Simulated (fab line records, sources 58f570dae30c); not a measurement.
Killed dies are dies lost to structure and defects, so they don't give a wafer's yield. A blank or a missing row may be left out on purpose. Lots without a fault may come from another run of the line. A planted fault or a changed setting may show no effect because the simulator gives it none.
fab line records | flow berkeley_cmos170
record lots=5 wafers=15 last_day=13
route steps=331 shown GATE@138 PLDD@145 NLDD@158 SPACER@171 PSD@175
lots that met no fault: from a run of the same line without faults
start_h: hours from the record's first day to the start of the lot's first wafer shown | wait_h: hours since the lot's step before | " the same as in the row above | L1.1+2: a row that stands for several wafers | - no value, or no start given | * or withheld: withheld | < > ~ a bound
route shown NAME@n: a module of which the file shows steps, and the number in the route of the first | usual: mean/standard deviation of fault-free wafers | same: alike in all rows | chamber/n: place in a boat | sites: the reading at each site | _std_site: their standard deviation | _edge_site: outer sites' mean less inner sites' | radius_mm: how far each site lies from the wafer's centre | mask NAME#n: copy n | behind: the tool/chamber that last shaped the wafer | hold: why the lot was held/for how many hours/how that ended | device: the transistor (n, p or np) that didn't switch | end of line: the same wafers' tests at the end of the route | a step without rows: its recipe alone | killed: dies lost to structure and defects at the first sort, not the wafer's yield | map: a wafer's dies, x killed, . not, _ none there
set.NAME: the setting as run; set.NAME@STEP: as run at that earlier step | model.NAME: the simulator's own value behind a step, which no gauge read
lots at some steps of the route; a table a step, a row a wafer
services: from which hour (start_h, from the record's first day; less than 0 if before it) a tool's chamber was out of use, for how many hours, and why
## steps
# step UCB170_GATE_CD_MEAS_12
# recipe target_cd_nm=350
# usual cd_nm=350.3/1.6
# columns lot.wafer tool chamber start_h wait_h cd_nm
L075.2 cd_sem-02 - 158.44 - 348.4
L075.3 " - " " 347.9
L075.5 " - " " 348.9
L079.2 cd_sem-01 - 173.78 - 350.9
L079.5 " - " " 349.8
L079.6 " - " " 349.0
L088.1 cd_sem-01 - 211.57 - 351.5
L088.3 " - " " 351.5
L088.4 " - " " 353.4
L091.1 cd_sem-01 - 240.41 - 349.7
L091.2 " - " " 350.4
L091.6 " - " " 350.2
L097.1 cd_sem-01 - 275.64 - 348.8
L097.2 " - " " 351.4
L097.3 " - " " 350.7
# step UCB170_GATE_OVL_MEAS_13
# usual GATE_OVL=-1/4.8
# columns lot.wafer tool chamber start_h wait_h GATE_OVL[nm]
L075.2 overlay-02 - 158.55 0.1 -2
L075.3 " - " " -4
L075.5 " - " " -7
L079.2 overlay-01 - 173.89 0.1 -1
L079.5 " - " " 1
L079.6 " - " " 6
L088.1 overlay-01 - 211.69 0.1 -2
L088.3 " - " " -6
L088.4 " - " " -4
L091.1 overlay-01 - 240.53 0.1 -4
L091.2 " - " " -5
L091.6 " - " " 0
L097.1 overlay-02 - 275.76 0.1 -2
L097.2 " - " " -3
L097.3 " - " " -6
# step UCB170_GATE_ETCH_14
# recipe chemistry=N2/H2 target_depth_a=withheld overetch_a=withheld target=BARC time_s=withheld source_w=500 bias_w=100 pressure_mtorr=30 n2_flow_sccm=100 h2_flow_sccm=200
# usual drypump_motor_current_A=5.91/0.22 oes_product_au=1.000/0.017 throttle_valve_pct=13.32/0.2
# columns lot.wafer tool chamber start_h wait_h drypump_motor_current_A oes_product_au throttle_valve_pct
L075.2 rie_diel-02 2 158.58 0.0 5.96 1.018 13.57
L075.3 " 0 " " 5.74 0.993 13.03
L075.5 " 0 " " 5.71 1.008 13.01
L079.2 rie_diel-01 3 173.92 0.0 5.93 1.041 13.34
L079.5 " 0 " " 5.53 0.995 13.72
L079.6 " 3 " " 5.94 1.034 13.36
L088.1 rie_diel-02 1 211.73 0.0 5.83 1.001 13.19
L088.3 " 2 " " 5.97 1.009 13.58
L088.4 " 0 " " 5.75 0.984 13.03
L091.1 rie_diel-01 1 240.57 0.0 6.36 1.000 13.30
L091.2 " 2 " " 6.00 0.987 13.24
L091.6 " 3 " " 5.93 1.034 13.35
L097.1 rie_diel-01 1 275.80 0.0 6.35 1.001 13.30
L097.2 " 3 " " 5.91 1.026 13.34
L097.3 " 2 " " 6.03 0.977 13.25
# step UCB170_GATE_ETCH_15
# recipe chemistry=HBr/Cl2 target=poly-Si stop_on=SiO2 over_etch_frac=0.3 icp_w=300 bias_w=150 time_s=57.48 pressure_mtorr=15 HBr_flow_sccm=150 Cl2_flow_sccm=50 target_depth_a=2782
# usual drypump_motor_current_A=5.8/0.49 oes_product_au=0.834/0.015 throttle_valve_pct=26.45/0.14
# columns lot.wafer tool chamber start_h wait_h drypump_motor_current_A oes_product_au rf_hours_counter_h throttle_valve_pct
L075.2 rie_si-01 0 158.62 - 5.7 0.846 0 26.58
L075.3 " 3 " " 6.3 0.819 2 26.46
L075.5 " 1 " " 5.0 0.828 - 26.43
L079.2 rie_si-01 2 173.96 - 6.1 0.838 63 26.63
L079.5 " 3 " " 6.3 0.820 - 26.44
L079.6 " 0 " " 5.7 0.845 - 26.58
L088.1 rie_si-02 3 211.77 - 5.3 0.853 0 26.21
L088.3 " 2 " " 6.0 0.846 1 26.41
L088.4 " 1 " " 6.5 0.849 0 26.51
L091.1 rie_si-02 2 240.61 - 6.0 0.830 1 26.41
L091.2 " 0 " " 5.7 0.828 34 26.36
L091.6 " 2 " " 6.0 0.822 - 26.42
L097.1 rie_si-01 2 275.84 - 6.1 0.831 63 26.64
L097.2 " 1 " " 5.0 0.829 72 26.42
L097.3 " 3 " " 6.3 0.808 2 26.45
# step UCB170_GATE_STRIP_16
# recipe chemistry=O2 power_w=400 pressure_mtorr=3500 platen_temp_c=withheld o2_flow_sccm=400 overash_fraction=0.5
# usual drypump_motor_current_A=5.82/0.23 oes_product_au=0.724/0.0047
# columns lot.wafer tool chamber start_h wait_h drypump_motor_current_A oes_product_au rf_hours_counter_h
L075.2 plasma_asher-04 1 158.67 0.0 5.93 0.726 32
L075.3 " 1 " " 5.92 0.725 -
L075.5 " 0 " " 5.49 0.726 -
L079.2 plasma_asher-03 1 174.01 0.0 5.75 0.716 44
L079.5 " 0 " " 5.89 0.731 -
L079.6 " 1 " " 5.76 0.723 -
L088.1 plasma_asher-02 0 211.82 0.0 6.21 0.718 50
L088.3 " 0 " " 6.22 0.729 -
L088.4 " 1 " " 5.65 0.728 -
L091.1 plasma_asher-03 1 240.66 0.0 5.77 0.727 52
L091.2 " 0 " " 5.94 0.731 52
L091.6 " 1 " " 5.77 0.730 -
L097.1 plasma_asher-04 0 275.89 0.0 5.52 0.729 45
L097.2 " 1 " " 5.92 0.719 45
L097.3 " 0 " " 5.51 0.731 -
# step UCB170_GATE_CD_MEAS_90
# recipe target_cd_nm=350
# usual cd_nm=350.3/1.7
# columns lot.wafer tool chamber start_h wait_h cd_nm
L075.2 cd_sem-02 - 158.79 0.1 348.4
L075.3 " - " " 347.7
L075.5 " - " " 348.2
L079.2 cd_sem-01 - 174.13 0.1 350.3
L079.5 " - " " 349.5
L079.6 " - " " 349.2
L088.1 cd_sem-01 - 211.92 0.1 351.2
L088.3 " - " " 351.9
L088.4 " - " " 353.3
L091.1 cd_sem-01 - 240.76 0.1 349.8
L091.2 " - " " 351.0
L091.6 " - " " 349.4
L097.1 cd_sem-02 - 275.99 0.1 348.7
L097.2 " - " " 350.4
L097.3 " - " " 350.4
# step UCB170_GATE_CLEAN_17
# recipe chemistry=SPM temp_c=120 time_s=600
# columns lot.wafer tool chamber start_h wait_h
L075.2+3+5 wet_bench-04 0 158.89 0.1
L079.2+5+6 wet_bench-03 3 174.23 0.1
L088.1+3+4 wet_bench-03 0 212.25 0.3
L091.1+2+6 wet_bench-04 1 240.88 0.1
L097.1+2+3 wet_bench-03 1 277.99 2.0
# step UCB170_PLDD_HMDS_00
# recipe prime_time_s=60 prime_temp_c=100
# columns lot.wafer tool chamber start_h wait_h
L075.2+3+5 litho_track-03 0 159.37 0.3
L079.2+5+6 litho_track-01 0 174.43 0.0
L088.1+3+4 litho_track-04 0 212.89 0.5
L091.1+2+6 litho_track-01 0 241.05 0.0
L097.1+2+3 litho_track-03 0 278.18 0.0
# step UCB170_PLDD_COAT_01
# recipe resist=KrF spin_rpm=1500 resist_thk_nm=900
# columns lot.wafer tool chamber start_h wait_h
L075.2+3+5 litho_track-03 0 159.52 0.1
L079.2+5+6 litho_track-01 0 174.58 0.1
L088.1+3+4 litho_track-04 0 213.04 0.1
L091.1+2+6 litho_track-01 0 241.20 0.1
L097.1+2+3 litho_track-03 0 278.33 0.1
# step UCB170_PLDD_SOFTBAKE_02
# recipe resist=KrF temp_c=130 time_s=60
# columns lot.wafer tool chamber start_h wait_h
L075.2+3+5 litho_track-03 0 159.67 0.1
L079.2+5+6 litho_track-01 0 174.73 0.1
L088.1+3+4 litho_track-04 0 213.19 0.1
L091.1+2+6 litho_track-01 0 241.35 0.1
L097.1+2+3 litho_track-03 0 278.48 0.1
# step UCB170_PLDD_EXPOSE_03
# recipe mask_id=PSELECT na=0.5 sigma_outer=0.6 source_shape=conventional target_cd_nm=1200 dose_mj=30
# usual reticle_temp_C=22.99/0.11
# columns lot.wafer tool chamber start_h wait_h mask reticle_temp_C
L075.2 krf_scanner-02 0 159.81 0.1 PSELECT#0 23.17
L075.3 " 0 " " PSELECT#0 23.18
L075.5 " 0 " " PSELECT#0 23.07
L079.2 krf_scanner-01 0 175.30 0.5 PSELECT#0 22.94
L079.5 " 0 " " PSELECT#0 23.13
L079.6 " 0 " " PSELECT#0 22.93
L088.1 krf_scanner-02 0 213.67 0.5 PSELECT#0 22.98
L088.3 " 0 " " PSELECT#0 22.99
L088.4 " 0 " " PSELECT#0 22.88
L091.1 krf_scanner-01 0 241.50 0.1 PSELECT#0 22.87
L091.2 " 0 " " PSELECT#0 22.82
L091.6 " 0 " " PSELECT#0 23.04
L097.1 krf_scanner-01 0 278.75 0.2 PSELECT#0 23.06
L097.2 " 0 " " PSELECT#0 22.94
L097.3 " 0 " " PSELECT#0 23.09
# step UCB170_PLDD_PEB_04
# recipe peb_temp_c=130 peb_time_s=withheld resist=KrF
# columns lot.wafer tool chamber start_h wait_h
L075.2+3+5 litho_track-01 0 160.21 0.4
L079.2+5+6 litho_track-04 0 175.44 0.1
L088.1+3+4 litho_track-03 0 213.82 0.1
L091.1+2+6 litho_track-01 0 241.95 0.4
L097.1+2+3 litho_track-04 0 278.87 0.1
# step UCB170_PLDD_DEVELOP_05
# recipe developer=TMAH develop_time_s=45 resist=KrF dev_temp_c=21
# columns lot.wafer tool chamber start_h wait_h
L075.2+3+5 litho_track-01 0 - -
L079.2+5+6 litho_track-04 0 - -
L088.1+3+4 litho_track-03 0 - -
L091.1+2+6 litho_track-01 0 - -
L097.1+2+3 litho_track-04 0 - -
# step UCB170_PLDD_CD_MEAS_06
# recipe target_cd_nm=1200
# usual cd_nm=1199.7/1.5
# columns lot.wafer tool chamber start_h wait_h cd_nm
L075.2 cd_sem-02 - 160.54 - 1200.5
L075.3 " - " " 1202.0
L075.5 " - " " 1201.3
L079.2 cd_sem-01 - 175.71 - 1200.2
L079.5 " - " " 1200.1
L079.6 " - " " 1200.4
L088.1 cd_sem-02 - 214.10 - 1202.7
L088.3 " - " " 1202.5
L088.4 " - " " 1203.6
L091.1 cd_sem-01 - 242.23 - 1201.4
L091.2 " - " " 1201.9
L091.6 " - " " 1200.5
L097.1 cd_sem-01 - 279.15 - 1195.1
L097.2 " - " " 1197.2
L097.3 " - " " 1196.6
# step UCB170_PLDD_OVL_MEAS_07
# usual PLDD_OVL=-1/5.3
# columns lot.wafer tool chamber start_h wait_h PLDD_OVL[nm]
L075.2 overlay-01 - 160.64 0.1 1
L075.3 " - " " -1
L075.5 " - " " -3
L079.2 overlay-02 - 175.82 0.1 -3
L079.5 " - " " 3
L079.6 " - " " 2
L088.1 overlay-02 - 214.22 0.1 -4
L088.3 " - " " -3
L088.4 " - " " -10
L091.1 overlay-01 - 242.35 0.1 -6
L091.2 " - " " 4
L091.6 " - " " -5
L097.1 overlay-02 - 279.27 0.1 -7
L097.2 " - " " 2
L097.3 " - " " 1
# step UCB170_PLDD_IMPLANT_08
# recipe species=BF2 dose_cm2=5e+13 energy_kev=10 tilt_deg=7 rotation_deg=0
# usual faraday_current_uA=158.6/2.9
# columns lot.wafer tool chamber start_h wait_h faraday_current_uA
L075.2 implanter-02 0 160.70 0.0 156.9
L075.3 " 0 " " 166.4
L075.5 " 0 " " 157.8
L079.2 implanter-03 0 175.87 0.0 156.7
L079.5 " 0 " " 150.6
L079.6 " 0 " " 153.9
L088.1 implanter-02 0 214.26 0.0 162.1
L088.3 " 0 " " 159.1
L088.4 " 0 " " 155.3
L091.1 implanter-04 0 242.38 0.0 160.7
L091.2 " 0 " " 154.6
L091.6 " 0 " " 157.9
L097.1 implanter-03 0 279.30 0.0 157.8
L097.2 " 0 " " 155.3
L097.3 " 0 " " 160.5
# step UCB170_PLDD_IMPLANT_09
# recipe species=BF2 dose_cm2=5e+13 energy_kev=10 tilt_deg=7 rotation_deg=180
# usual faraday_current_uA=158/3
# columns lot.wafer tool chamber start_h wait_h faraday_current_uA
L075.2 implanter-02 0 160.85 0.1 157
L075.3 " 0 " " 159
L075.5 " 0 " " 163
L079.2 implanter-03 0 176.02 0.1 153
L079.5 " 0 " " 154
L079.6 " 0 " " 161
L088.1 implanter-02 0 214.41 0.1 161
L088.3 " 0 " " 157
L088.4 " 0 " " 153
L091.1 implanter-04 0 242.53 0.1 154
L091.2 " 0 " " 158
L091.6 " 0 " " 155
L097.1 implanter-03 0 279.45 0.1 155
L097.2 " 0 " " 162
L097.3 " 0 " " 163
# step UCB170_PLDD_STRIP_10
# recipe chemistry=O2 power_w=400 pressure_mtorr=3500 platen_temp_c=withheld o2_flow_sccm=400 overash_fraction=0.5
# usual drypump_motor_current_A=5.86/0.27 oes_product_au=0.734/0.0043 strip_time_to_endpoint_s=21.62/0.063
# columns lot.wafer tool chamber start_h wait_h drypump_motor_current_A oes_product_au rf_hours_counter_h strip_time_to_endpoint_s
L075.2 plasma_asher-02 1 160.97 0.1 5.66 0.732 45 21.59
L075.3 " 0 " " 6.17 0.740 - 21.60
L075.5 " 1 " " 5.66 0.744 - 21.59
L079.2 plasma_asher-01 1 176.15 0.1 6.23 0.733 7 21.55
L079.5 " 1 " " 6.22 0.743 - 21.54
L079.6 " 0 " " 5.48 0.736 - 21.53
L088.1 plasma_asher-01 0 214.56 0.1 5.47 0.737 11 21.59
L088.3 " 0 " " 5.43 0.735 - 21.62
L088.4 " 1 " " 6.22 0.736 - 21.67
L091.1 plasma_asher-03 0 242.68 0.1 5.94 0.736 52 21.48
L091.2 " 1 " " 5.77 0.734 52 21.51
L091.6 " 1 " " 5.76 0.737 - 21.59
L097.1 plasma_asher-02 1 279.60 0.1 5.68 0.736 56 21.64
L097.2 " 0 " " 6.21 0.741 56 21.65
L097.3 " 0 " " 6.20 0.730 - 21.63
# step UCB170_PLDD_TW_MEAS_11
# usual PLDD_TW=1021/4.2
# columns lot.wafer tool chamber start_h wait_h PLDD_TW
L075.2 film_metro-01 - 161.08 0.1 1020
L075.3 " - " " 1025
L075.5 " - " " 1026
L079.2 film_metro-02 - 176.26 0.1 1021
L079.5 " - " " 1023
L079.6 " - " " 1024
L088.1 film_metro-03 - 214.66 0.1 1026
L088.3 " - " " 1025
L088.4 " - " " 1020
L091.1 film_metro-02 - 242.78 0.1 1024
L091.2 " - " " 1021
L091.6 " - " " 1025
L097.1 film_metro-02 - 279.70 0.1 1025
L097.2 " - " " 1023
L097.3 " - " " 1022
# step UCB170_PLDD_CLEAN_12
# recipe chemistry=SPM temp_c=120 time_s=600
# columns lot.wafer tool chamber start_h wait_h
L075.2+3+5 wet_bench-03 3 161.13 0.0
L079.2+5+6 wet_bench-02 0 176.31 0.0
L088.1+3+4 wet_bench-03 3 214.72 0.1
L091.1+2+6 wet_bench-03 2 242.99 0.2
L097.1+2+3 wet_bench-03 1 279.76 0.1
# step UCB170_NLDD_HMDS_00
# recipe prime_time_s=60 prime_temp_c=100
# columns lot.wafer tool chamber start_h wait_h
L075.2+3+5 litho_track-02 0 161.33 0.0
L079.2+5+6 litho_track-02 0 176.81 0.3
L088.1+3+4 litho_track-03 0 215.10 0.2
L091.1+2+6 litho_track-03 0 243.17 0.0
L097.1+2+3 litho_track-02 0 279.94 0.0
# step UCB170_NLDD_COAT_01
# recipe resist=KrF spin_rpm=1500 resist_thk_nm=900
# columns lot.wafer tool chamber start_h wait_h
L075.2+3+5 litho_track-02 0 161.48 0.1
L079.2+5+6 litho_track-02 0 176.96 0.1
L088.1+3+4 litho_track-03 0 215.25 0.1
L091.1+2+6 litho_track-03 0 243.32 0.1
L097.1+2+3 litho_track-02 0 280.09 0.1
# step UCB170_NLDD_SOFTBAKE_02
# recipe resist=KrF temp_c=130 time_s=60
# columns lot.wafer tool chamber start_h wait_h
L075.2+3+5 litho_track-02 0 161.63 0.1
L079.2+5+6 litho_track-02 0 177.11 0.1
L088.1+3+4 litho_track-03 0 215.40 0.1
L091.1+2+6 litho_track-03 0 243.47 0.1
L097.1+2+3 litho_track-02 0 280.24 0.1
# step UCB170_NLDD_EXPOSE_03
# recipe mask_id=NSELECT na=0.5 sigma_outer=0.6 source_shape=conventional target_cd_nm=1200 dose_mj=30
# usual reticle_temp_C=23.00/0.1
# columns lot.wafer tool chamber start_h wait_h mask reticle_temp_C
L075.2 krf_scanner-02 0 161.90 0.2 NSELECT#0 22.92
L075.3 " 0 " " NSELECT#0 22.85
L075.5 " 0 " " NSELECT#0 22.87
L079.2 krf_scanner-01 0 177.25 0.1 NSELECT#0 22.98
L079.5 " 0 " " NSELECT#0 23.06
L079.6 " 0 " " NSELECT#0 23.12
L088.1 krf_scanner-02 0 215.55 0.1 NSELECT#0 22.70
L088.3 " 0 " " NSELECT#0 22.85
L088.4 " 0 " " NSELECT#0 23.05
L091.1 krf_scanner-02 0 243.75 0.3 NSELECT#0 23.06
L091.2 " 0 " " NSELECT#0 22.94
L091.6 " 0 " " NSELECT#0 23.27
L097.1 krf_scanner-02 0 280.51 0.2 NSELECT#0 23.13
L097.2 " 0 " " NSELECT#0 23.01
L097.3 " 0 " " NSELECT#0 22.94
# step UCB170_NLDD_PEB_04
# recipe peb_temp_c=130 peb_time_s=withheld resist=KrF
# columns lot.wafer tool chamber start_h wait_h
L075.2+3+5 litho_track-02 0 162.02 0.1
L079.2+5+6 litho_track-03 0 177.66 0.4
L088.1+3+4 litho_track-01 0 215.67 0.1
L091.1+2+6 litho_track-03 0 244.34 0.6
L097.1+2+3 litho_track-01 0 280.63 0.1
# step UCB170_NLDD_DEVELOP_05
# recipe developer=TMAH develop_time_s=45 resist=KrF dev_temp_c=21
# columns lot.wafer tool chamber start_h wait_h
L075.2+3+5 litho_track-02 0 - -
L079.2+5+6 litho_track-03 0 - -
L088.1+3+4 litho_track-01 0 - -
L091.1+2+6 litho_track-03 0 - -
L097.1+2+3 litho_track-01 0 - -
# step UCB170_NLDD_CD_MEAS_06
# recipe target_cd_nm=1200
# usual cd_nm=1200.2/1.6
# columns lot.wafer tool chamber start_h wait_h cd_nm
L075.2 cd_sem-02 - 162.29 - 1200.4
L075.3 " - " " 1199.5
L075.5 " - " " 1199.0
L079.2 cd_sem-02 - 177.93 - 1202.0
L079.5 " - " " 1200.3
L079.6 " - " " 1200.2
L088.1 cd_sem-01 - 215.94 - 1199.4
L088.3 " - " " 1198.8
L088.4 " - " " 1198.1
L091.1 cd_sem-01 - 244.62 - 1201.0
L091.2 " - " " 1200.6
L091.6 " - " " 1200.3
L097.1 cd_sem-02 - 280.90 - 1200.3
L097.2 " - " " 1201.4
L097.3 " - " " 1202.2
# step UCB170_NLDD_OVL_MEAS_07
# usual NLDD_OVL=3/6.2
# columns lot.wafer tool chamber start_h wait_h NLDD_OVL[nm]
L075.2 overlay-02 - 162.40 0.1 11
L075.3 " - " " -2
L075.5 " - " " 2
L079.2 overlay-02 - 178.03 0.1 3
L079.5 " - " " 5
L079.6 " - " " 2
L088.1 overlay-01 - 216.06 0.1 6
L088.3 " - " " 6
L088.4 " - " " 0
L091.1 overlay-02 - 244.74 0.1 -1
L091.2 " - " " 0
L091.6 " - " " -3
L097.1 overlay-02 - 281.02 0.1 7
L097.2 " - " " 11
L097.3 " - " " 7
# step UCB170_NLDD_IMPLANT_08
# recipe species=As dose_cm2=4.908e+13 energy_kev=30 tilt_deg=7 rotation_deg=0
# usual faraday_current_uA=156/3.1
# columns lot.wafer tool chamber start_h wait_h faraday_current_uA
L075.2 implanter-01 0 162.46 0.0 158
L075.3 " 0 " " 156
L075.5 " 0 " " 158
L079.2 implanter-03 0 178.09 0.0 155
L079.5 " 0 " " 151
L079.6 " 0 " " 151
L088.1 implanter-03 0 216.10 0.0 153
L088.3 " 0 " " 159
L088.4 " 0 " " 158
L091.1 implanter-03 0 244.77 0.0 161
L091.2 " 0 " " 159
L091.6 " 0 " " 155
L097.1 implanter-02 0 281.06 0.0 152
L097.2 " 0 " " 162
L097.3 " 0 " " 156
# step UCB170_NLDD_IMPLANT_09
# recipe species=As dose_cm2=5e+13 energy_kev=30 tilt_deg=7 rotation_deg=180
# usual faraday_current_uA=158/3.1
# columns lot.wafer tool chamber start_h wait_h faraday_current_uA
L075.2 implanter-01 0 162.61 0.1 154
L075.3 " 0 " " 155
L075.5 " 0 " " 153
L079.2 implanter-03 0 178.24 0.1 154
L079.5 " 0 " " 158
L079.6 " 0 " " 153
L088.1 implanter-03 0 216.25 0.1 162
L088.3 " 0 " " 155
L088.4 " 0 " " 160
L091.1 implanter-03 0 244.92 0.1 161
L091.2 " 0 " " 155
L091.6 " 0 " " 156
L097.1 implanter-02 0 281.21 0.1 158
L097.2 " 0 " " 160
L097.3 " 0 " " 160
# step UCB170_NLDD_STRIP_10
# recipe chemistry=O2 power_w=400 pressure_mtorr=3500 platen_temp_c=withheld o2_flow_sccm=400 overash_fraction=0.5
# usual drypump_motor_current_A=5.8/0.31 oes_product_au=0.735/0.0046 strip_time_to_endpoint_s=21.60/0.055
# columns lot.wafer tool chamber start_h wait_h drypump_motor_current_A oes_product_au rf_hours_counter_h strip_time_to_endpoint_s
L075.2 plasma_asher-02 1 162.73 0.1 5.6 0.735 45 21.61
L075.3 " 0 " " 6.2 0.737 - 21.60
L075.5 " 1 " " 5.6 0.740 - 21.62
L079.2 plasma_asher-01 0 178.36 0.1 5.4 0.733 7 21.61
L079.5 " 1 " " 6.2 0.732 - 21.54
L079.6 " 0 " " 5.5 0.739 - 21.55
L088.1 plasma_asher-04 1 216.40 0.1 5.9 0.734 39 21.64
L088.3 " 0 " " 5.5 0.736 - 21.70
L088.4 " 1 " " 5.9 0.737 - 21.67
L091.1 plasma_asher-01 0 245.07 0.1 5.5 0.728 14 21.63
L091.2 " 1 " " 6.2 0.744 14 21.51
L091.6 " 1 " " 6.2 0.742 - 21.65
L097.1 plasma_asher-02 1 281.36 0.1 5.7 0.731 56 21.55
L097.2 " 0 " " 6.1 0.739 56 21.56
L097.3 " 0 " " 6.2 0.732 - 21.58
# step UCB170_NLDD_TW_MEAS_11
# usual NLDD_TW=2233/9.6
# columns lot.wafer tool chamber start_h wait_h NLDD_TW
L075.2 film_metro-03 - 162.84 0.1 2235
L075.3 " - " " 2237
L075.5 " - " " 2246
L079.2 film_metro-02 - 178.47 0.1 2236
L079.5 " - " " 2232
L079.6 " - " " 2232
L088.1 film_metro-03 - 216.50 0.1 2242
L088.3 " - " " 2231
L088.4 " - " " 2242
L091.1 film_metro-01 - 245.17 0.1 2234
L091.2 " - " " 2233
L091.6 " - " " 2222
L097.1 film_metro-02 - 281.46 0.1 2221
L097.2 " - " " 2244
L097.3 " - " " 2233
# step UCB170_NLDD_CLEAN_12
# recipe chemistry=SPM temp_c=120 time_s=600
# columns lot.wafer tool chamber start_h wait_h
L075.2+3+5 wet_bench-03 2 162.89 0.0
L079.2+5+6 wet_bench-01 0 178.52 0.0
L088.1+3+4 wet_bench-01 0 216.56 0.1
L091.1+2+6 wet_bench-03 0 245.53 0.3
L097.1+2+3 wet_bench-03 1 281.52 0.1
# step UCB170_SPACER_CVD_00
# recipe material=SiO2 target_thk_nm=376 temp_c=390 precursor=TEOS/O2 time_s=47 rf_w=550 pressure_mtorr=9000
# usual heater_power_w=262/65
# columns lot.wafer tool chamber start_h wait_h heater_power_w
L075.2 pecvd-02 2 163.07 0.0 263
L075.3 " 0 " " 286
L075.5 " 2 " " 284
L079.2 pecvd-01 1 178.70 0.0 323
L079.5 " 0 " " 329
L079.6 " 2 " " 165
L088.1 pecvd-01 1 216.73 0.0 330
L088.3 " 2 " " 145
L088.4 " 1 " " 350
L091.1 pecvd-03 0 245.70 0.0 289
L091.2 " 2 " " 182
L091.6 " 0 " " 291
L097.1 pecvd-02 1 281.69 0.0 286
L097.2 " 0 " " 301
L097.3 " 2 " " 278
# step UCB170_SPACER_THK_MEAS_01
# recipe reads=SiO2_of_SPACER_CVD_00
# usual SPACER_TEOS_THK=376/4.7
# columns lot.wafer tool chamber start_h wait_h SPACER_TEOS_THK[nm]
L075.2 film_metro-04 - 163.12 0.0 370
L075.3 " - " " 374
L075.5 " - " " 377
L079.2 film_metro-02 - 178.75 0.0 379
L079.5 " - " " 374
L079.6 " - " " 378
L088.1 film_metro-01 - 216.77 0.0 377
L088.3 " - " " 372
L088.4 " - " " 388
L091.1 film_metro-02 - 245.74 0.0 374
L091.2 " - " " 374
L091.6 " - " " 378
L097.1 film_metro-04 - 281.74 0.0 371
L097.2 " - " " 373
L097.3 " - " " 373
# step UCB170_SPACER_ANNEAL_02
# recipe temp_c=900 time_s=1800 ambient=N2
# usual spike_tc_source_C=923/3.2 tube_center_temp_C_max=902.3/0.38
# columns lot.wafer tool chamber start_h wait_h spike_tc_source_C tube_center_temp_C_max
L075.2 furnace-01 0 168.35 5.2 924 901.8
L075.3 " 0 " " 925 901.4
L075.5 " 0 " " 926 902.2
L079.2 furnace-04 0 181.92 3.2 924 903.2
L079.5 " 0 " " 923 902.1
L079.6 " 0 " " 923 902.6
L088.1 furnace-04 0 222.26 5.5 924 902.1
L088.3 " 0 " " 923 903.0
L088.4 " 0 " " 922 901.9
L091.1 furnace-02 0 250.18 4.4 919 902.8
L091.2 " 0 " " 918 902.7
L091.6 " 0 " " 916 902.0
L097.1 furnace-02 0 286.04 4.3 918 902.3
L097.2 " 0 " " 918 902.2
L097.3 " 0 " " 918 902.0
# step UCB170_SPACER_ETCHBACK_03
# recipe stop_on=Si target=SiO2 chemistry=CHF3/CF4/Ar CHF3_flow_sccm=50 cf4_flow_sccm=10 Ar_flow_sccm=120 pressure_mtorr=200 rf_w=500 target_depth_a=3760 time_s=100
# usual drypump_motor_current_A=5.7/0.41 oes_product_au=0.901/0.016 throttle_valve_pct=6.47/0.12
# columns lot.wafer tool chamber start_h wait_h drypump_motor_current_A oes_product_au rf_hours_counter_h throttle_valve_pct
L075.2 rie_diel-02 2 169.85 0.0 6.0 0.906 124 6.66
L075.3 " 1 " " 5.8 0.897 2 6.41
L075.5 " 1 " " 5.8 0.903 - 6.44
L079.2 rie_diel-03 3 183.42 0.0 6.0 0.903 140 6.33
L079.5 " 0 " " 4.7 0.912 - 6.42
L079.6 " 3 " " 6.0 0.900 - 6.34
L088.1 rie_diel-03 2 223.83 0.1 5.2 0.918 22 6.68
L088.3 " 1 " " 5.6 0.895 33 6.42
L088.4 " 1 " " 5.5 0.923 - 6.40
L091.1 rie_diel-02 2 251.68 0.0 5.9 0.909 127 6.66
L091.2 " 1 " " 5.8 0.890 6 6.43
L091.6 " 0 " " 5.8 0.904 - 6.29
L097.1 rie_diel-04 0 287.54 0.0 6.1 0.882 18 6.47
L097.2 " 3 " " 5.4 0.882 19 6.47
L097.3 " 1 " " 6.0 0.884 39 6.44
# step UCB170_PSD_HMDS_00
# recipe prime_time_s=60 prime_temp_c=100
# columns lot.wafer tool chamber start_h wait_h
L075.2+3+5 litho_track-04 0 169.95 0.1
L079.2+5+6 litho_track-03 0 183.52 0.1
L088.1+3+4 litho_track-04 0 224.49 0.6
L091.1+2+6 litho_track-04 0 252.01 0.3
L097.1+2+3 litho_track-02 0 287.61 0.0
# step UCB170_PSD_COAT_01
# recipe resist=KrF spin_rpm=1500 resist_thk_nm=900
# columns lot.wafer tool chamber start_h wait_h
L075.2+3+5 litho_track-04 0 170.10 0.1
L079.2+5+6 litho_track-03 0 183.67 0.1
L088.1+3+4 litho_track-04 0 224.64 0.1
L091.1+2+6 litho_track-04 0 252.16 0.1
L097.1+2+3 litho_track-02 0 287.76 0.1
# step UCB170_PSD_SOFTBAKE_02
# recipe resist=KrF temp_c=130 time_s=60
# columns lot.wafer tool chamber start_h wait_h
L075.2+3+5 litho_track-04 0 170.25 0.1
L079.2+5+6 litho_track-03 0 183.82 0.1
L088.1+3+4 litho_track-04 0 224.79 0.1
L091.1+2+6 litho_track-04 0 252.31 0.1
L097.1+2+3 litho_track-02 0 287.91 0.1
## services
# columns tool chamber start_h hours kind
pecvd-01 - 135.50 14.0 pm
rie_diel-03 0 136.12 20.5 repair
krf_scanner-02 - 140.26 0.8 pm
implanter-02 - 140.73 2.4 repair
implanter-03 - 151.07 5.1 pm
krf_scanner-01 - 159.46 1.3 pm
rie_si-01 1 160.47 3.2 repair
implanter-02 - 165.94 20.3 pm
krf_scanner-01 - 171.11 1.0 pm
implanter-01 - 179.67 5.4 repair
rie_diel-02 2 183.51 9.3 repair
pecvd-01 - 190.61 2.0 repair
implanter-03 - 197.08 1.6 repair
implanter-03 - 198.78 2.3 repair
implanter-03 - 204.58 5.8 repair
plasma_asher-02 - 213.64 3.2 repair
krf_scanner-01 - 236.77 0.8 pm
krf_scanner-02 - 238.00 0.7 repair
krf_scanner-02 - 250.93 0.7 repair
rie_diel-02 2 252.18 8.3 repair
rie_diel-01 - 252.97 2.8 pm
rie_diel-02 1 259.89 4.0 repair
krf_scanner-02 - 276.44 3.6 pm
krf_scanner-02 - 281.29 1.3 pm
## key
fault none
